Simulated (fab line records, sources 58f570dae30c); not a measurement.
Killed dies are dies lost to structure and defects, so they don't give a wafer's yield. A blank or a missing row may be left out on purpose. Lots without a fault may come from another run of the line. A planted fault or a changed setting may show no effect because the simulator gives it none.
One fault seen from 2 desks | flow berkeley_cmos170 | each desk has only its own numbers; what lay behind them comes last

THE METROLOGY DESK
What the gauges read, lot by lot, whatever tool the lot ran on: means of the sampled wafers that have a number. A lot is out of limits, marked OUT, if its mean lies more than 4 standard deviations from the usual mean; the brackets give that distance.
Columns: A = cd_nm at UCB170_M2_CD_MEAS_15, usual 700.0 nm
lot  | first seen here | A
L644 | day 7 13:52     | 698.6
L645 | day 7 14:48     | 699.4
L647 | day 7 22:56     | 699.2
L648 | day 8 08:35     | 700.9
L649 | day 8 08:56     | 698.7
L651 | day 8 17:58     | 700.8
L654 | day 9 11:47     | 698.3
L653 | day 9 12:25     | 701.0
L659 | day 10 11:20    | 699.9
L658 | day 10 16:27    | 699.3
L660 | day 10 20:56    | 700.9
L661 | day 10 21:59    | 737.3 (+27) OUT
L662 | day 11 02:52    | 739.6 (+28) OUT
L663 | day 11 03:08    | 740.1 (+29) OUT
L665 | day 11 23:03    | 699.7
This desk's finding: out of limits on L661, L662, L663; first on L661, day 10 21:59 (cd_nm at UCB170_M2_CD_MEAS_15). In limits: L644, L645, L647, L648, L649, L651, L654, L653, L659, L658, L660, L665.

THE TOOL OWNER'S DESK: litho_track-04
The tool's own readings at UCB170_M2_PEB_13: means of the sampled wafers that have a number, for each lot that ran on this tool. A lot is out of limits, marked OUT, if its mean lies more than 4 standard deviations from the usual mean; the brackets give that distance.
Columns: A = heater_power_total_W at UCB170_M2_PEB_13, usual 56.80 W; B = plate_temp_C at UCB170_M2_PEB_13, usual 129.97 C; C = resist_line_temp_C at UCB170_M2_PEB_13, usual 22.98 C
lot  | first seen here | A               | B                | C
L644 | day 7 13:35     | 56.78           | 130.11           | 23.02
L647 | day 7 22:40     | 56.79           | 130.15           | 23.04
L653 | day 9 12:08     | 56.83           | 129.94           | 23.08
L659 | day 10 11:04    | 56.77           | 130.03           | 23.06
L658 | day 10 16:10    | 56.83           | 130.06           | 23.00
L661 | day 10 21:42    | 54.07 (-57) OUT | 125.15 (-32) OUT | 22.92
L662 | day 11 02:35    | 54.09 (-56) OUT | 125.05 (-33) OUT | 23.03
L663 | day 11 02:52    | 54.11 (-56) OUT | 125.08 (-33) OUT | 23.06
This desk's finding: out of limits on L661, L662, L663; first on L661, day 10 21:42 (heater_power_total_W at UCB170_M2_PEB_13). In limits: L644, L647, L653, L659, L658.

PUT TOGETHER
The tool owner's desk could have raised an alarm at day 10 21:42, on L661, L662, L663.
The metrology desk could have raised an alarm at day 10 21:59, on L661, L662, L663.
Of the lots named, all ran UCB170_M2_PEB_13 on litho_track-04.

WHAT THE SIMULATOR HAD PUT IN
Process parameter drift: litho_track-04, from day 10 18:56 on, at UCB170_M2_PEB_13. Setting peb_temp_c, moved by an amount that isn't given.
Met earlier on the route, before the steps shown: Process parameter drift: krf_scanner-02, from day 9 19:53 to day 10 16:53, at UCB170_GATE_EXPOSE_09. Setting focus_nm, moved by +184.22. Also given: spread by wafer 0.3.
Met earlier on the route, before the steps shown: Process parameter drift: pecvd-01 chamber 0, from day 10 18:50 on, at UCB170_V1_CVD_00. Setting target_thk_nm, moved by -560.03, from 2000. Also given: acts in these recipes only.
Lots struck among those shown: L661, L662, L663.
Hours from the fault's start to each desk's first reading out of limits: the tool owner's desk, 3; the metrology desk, 3.
